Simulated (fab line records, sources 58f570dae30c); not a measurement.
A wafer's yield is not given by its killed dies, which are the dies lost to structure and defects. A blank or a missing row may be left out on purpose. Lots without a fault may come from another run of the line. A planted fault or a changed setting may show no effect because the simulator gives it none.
What tool caused it? :: flow berkeley cmos170 :: 42 wafers from 14 lots sampled at 3 of the route's 331 steps

## WHAT EACH GAUGE READ, for each wafer
UCB170_PVT_OVL_MEAS_06. Usual: PVT_OVL typically reads -2 nm, with standard deviation 5.8.
lot: L511
measured: day 4 21:41
on: overlay-01
PVT_OVL (nm): 2 -4 2
flag: 

lot: L513
measured: day 5 22:43
on: overlay-01
PVT_OVL (nm): 3 17 7
flag: 

lot: L512
measured: day 6 03:40
on: overlay-02
PVT_OVL (nm): -2 1 -4
flag: 

lot: L515
measured: day 6 04:23
on: overlay-02
PVT_OVL (nm): -13 -8 -20
flag: 

lot: L516
measured: day 7 01:17
on: overlay-02
PVT_OVL (nm): 9 14 4
flag: 

lot: L520
measured: day 7 04:26
on: overlay-01
PVT_OVL (nm): -6 -3 -1
flag: 

lot: L522
measured: day 8 01:29
on: overlay-01
PVT_OVL (nm): -4 2 5
flag: 

lot: L526
measured: day 8 20:36
on: overlay-02
PVT_OVL (nm): -3 -7 -1
flag: 

lot: L523
measured: day 8 20:48
on: overlay-02
PVT_OVL (nm): 7 0 -1
flag: 

lot: L527
measured: day 9 00:58
on: overlay-01
PVT_OVL (nm): -1 4 1
flag: 

lot: L533
measured: day 10 01:29
on: overlay-02
PVT_OVL (nm): 0 -5 -2
flag: 

lot: L532
measured: day 10 01:45
on: overlay-01
PVT_OVL (nm): -4 -5 -9
flag: 

lot: L531
measured: day 10 02:35
on: overlay-01
PVT_OVL (nm): -3 0 -6
flag: 

lot: L534
measured: day 10 03:13
on: overlay-01
PVT_OVL (nm): -8 -11 -2
flag: 

UCB170_PLDD_OVL_MEAS_07. Usual: PLDD_OVL typically reads 3 nm, with standard deviation 6.2.
lot: L511
measured: day 5 10:50
on: overlay-01
PLDD_OVL (nm): 6 -2 -4
flag: 

lot: L513
measured: day 6 15:48
on: overlay-02
PLDD_OVL (nm): -5 -2 1
flag: 

lot: L512
measured: day 6 22:04
on: overlay-01
PLDD_OVL (nm): 7 9 2
flag: 

lot: L515
measured: day 6 22:01
on: overlay-02
PLDD_OVL (nm): 10 5 9
flag: 

lot: L516
measured: day 7 13:22
on: overlay-02
PLDD_OVL (nm): 11 12 7
flag: 

lot: L520
measured: day 7 19:59
on: overlay-01
PLDD_OVL (nm): -2 -4 -8
flag: 

lot: L522
measured: day 8 20:22
on: overlay-02
PLDD_OVL (nm): -2 2 -2
flag: 

lot: L526
measured: day 9 06:55
on: overlay-02
PLDD_OVL (nm): 6 7 0
flag: 

lot: L523
measured: day 9 06:51
on: overlay-01
PLDD_OVL (nm): 10 3 7
flag: 

lot: L527
measured: day 9 17:16
on: overlay-01
PLDD_OVL (nm): 6 6 6
flag: 

lot: L533
measured: day 10 15:24
on: overlay-01
PLDD_OVL (nm): 0 0 -4
flag: 

lot: L532
measured: day 10 15:07
on: overlay-01
PLDD_OVL (nm): 3 -5 -5
flag: 

lot: L531
measured: day 10 14:57
on: overlay-02
PLDD_OVL (nm): 1 2 12
flag: 

lot: L534
measured: day 10 15:15
on: overlay-02
PLDD_OVL (nm): 7 9 -3
flag: 

## WHICH TOOL RAN EACH LOT (tool, then ch and the chambers of the sampled wafers, then the start)
lot: L511
UCB170_PVT_STRIP_08: plasma asher-03 ch 0,1, day 4 21:52

lot: L513
UCB170_PVT_STRIP_08: plasma asher-04 ch 0,1, day 5 22:53

lot: L512
UCB170_PVT_STRIP_08: plasma asher-02 ch 0,1, day 6 03:51

lot: L515
UCB170_PVT_STRIP_08: plasma asher-04 ch 0,1, day 6 04:35

lot: L516
UCB170_PVT_STRIP_08: plasma asher-03 ch 0,1, day 7 01:28

lot: L520
UCB170_PVT_STRIP_08: plasma asher-04 ch 0,1, day 7 04:37

lot: L522
UCB170_PVT_STRIP_08: plasma asher-02 ch 0,1, day 8 01:40

lot: L526
UCB170_PVT_STRIP_08: plasma asher-03 ch 0,1, day 8 20:47

lot: L523
UCB170_PVT_STRIP_08: plasma asher-02 ch 0,1, day 8 20:59

lot: L527
UCB170_PVT_STRIP_08: plasma asher-02 ch 0,1, day 9 01:10

lot: L533
UCB170_PVT_STRIP_08: plasma asher-04 ch 0,1, day 10 01:40

lot: L532
UCB170_PVT_STRIP_08: plasma asher-02 ch 1, day 10 01:56

lot: L531
UCB170_PVT_STRIP_08: plasma asher-02 ch 0,1, day 10 02:46

lot: L534
UCB170_PVT_STRIP_08: plasma asher-02 ch 0,1, day 10 03:25
- UCB170_PVT_STRIP_08: strips in O2.

## AS READ BY THE TOOLS THEMSELVES (means over the sampled wafers that have a number; for cases with no such wafer, the mark the record gives instead)
UCB170_PVT_STRIP_08. Usual: chamber pressure mTorr 3499.8 mTorr, standard deviation 2.9; drypump motor current A 5.7 A, standard deviation 0.42; oes product au 0.735 a.u., standard deviation 0.0046; strip time to endpoint s 21.65 s, standard deviation 0.061.
lot: L511
tool: plasma asher-03
chamber pressure mTorr (mTorr): 3499.8
drypump motor current A (A): 5.1
oes product au (a.u.): 0.735
strip time to endpoint s (s): 21.67
flag: 

lot: L513
tool: plasma asher-04
chamber pressure mTorr (mTorr): 3500.9
drypump motor current A (A): 5.6
oes product au (a.u.): 0.735
strip time to endpoint s (s): 21.58
flag: 

lot: L512
tool: plasma asher-02
chamber pressure mTorr (mTorr): 3499.4
drypump motor current A (A): 6.0
oes product au (a.u.): 0.734
strip time to endpoint s (s): 21.61
flag: 

lot: L515
tool: plasma asher-04
chamber pressure mTorr (mTorr): 3499.6
drypump motor current A (A): 5.6
oes product au (a.u.): 0.729
strip time to endpoint s (s): 21.64
flag: 

lot: L516
tool: plasma asher-03
chamber pressure mTorr (mTorr): 3497.0
drypump motor current A (A): 5.1
oes product au (a.u.): 0.732
strip time to endpoint s (s): 21.58
flag: 

lot: L520
tool: plasma asher-04
chamber pressure mTorr (mTorr): 3498.6
drypump motor current A (A): 5.5
oes product au (a.u.): 0.731
strip time to endpoint s (s): 21.65
flag: 

lot: L522
tool: plasma asher-02
chamber pressure mTorr (mTorr): 3503.9
drypump motor current A (A): 6.0
oes product au (a.u.): 0.733
strip time to endpoint s (s): 21.64
flag: 

lot: L526
tool: plasma asher-03
chamber pressure mTorr (mTorr): 3503.7
drypump motor current A (A): 5.1
oes product au (a.u.): 0.734
strip time to endpoint s (s): 21.68
flag: 

lot: L523
tool: plasma asher-02
chamber pressure mTorr (mTorr): 3498.7
drypump motor current A (A): 6.1
oes product au (a.u.): 0.732
strip time to endpoint s (s): 21.67
flag: 

lot: L527
tool: plasma asher-02
chamber pressure mTorr (mTorr): 3497.9
drypump motor current A (A): 6.0
oes product au (a.u.): 0.733
strip time to endpoint s (s): 21.69
flag: 

lot: L533
tool: plasma asher-04
chamber pressure mTorr (mTorr): 3498.7
drypump motor current A (A): 5.6
oes product au (a.u.): 0.736
strip time to endpoint s (s): 21.67
flag: 

lot: L532
tool: plasma asher-02
chamber pressure mTorr (mTorr): 3500.1
drypump motor current A (A): 6.3
oes product au (a.u.): 0.732
strip time to endpoint s (s): 21.53
flag: 

lot: L531
tool: plasma asher-02
chamber pressure mTorr (mTorr): 3499.4
drypump motor current A (A): 6.1
oes product au (a.u.): 0.738
strip time to endpoint s (s): 21.63
flag: 

lot: L534
tool: plasma asher-02
chamber pressure mTorr (mTorr): 3498.7
drypump motor current A (A): 6.1
oes product au (a.u.): 0.732
strip time to endpoint s (s): 21.68
flag: 

## THE ANSWER, worked out from the rows above alone
Rule: a lot counts as off when the mean over its wafers that have a number is more than 3 standard deviations away from the usual mean. Also off: a lot with no number at a reading for which 4 or more lots have one. Any other lot the step has rows for is counted as sound. The gauges are gone through in route order, then the tools' own readings, and for those a lot's mean is taken as printed above. The first step at which some lot is off is used, and at that step the reading that is off furthest; a lot without a number counts as furthest.
Across all readings shown, no lot is off: no conclusion can be drawn from this.

## WHAT THE SIMULATOR PUT IN
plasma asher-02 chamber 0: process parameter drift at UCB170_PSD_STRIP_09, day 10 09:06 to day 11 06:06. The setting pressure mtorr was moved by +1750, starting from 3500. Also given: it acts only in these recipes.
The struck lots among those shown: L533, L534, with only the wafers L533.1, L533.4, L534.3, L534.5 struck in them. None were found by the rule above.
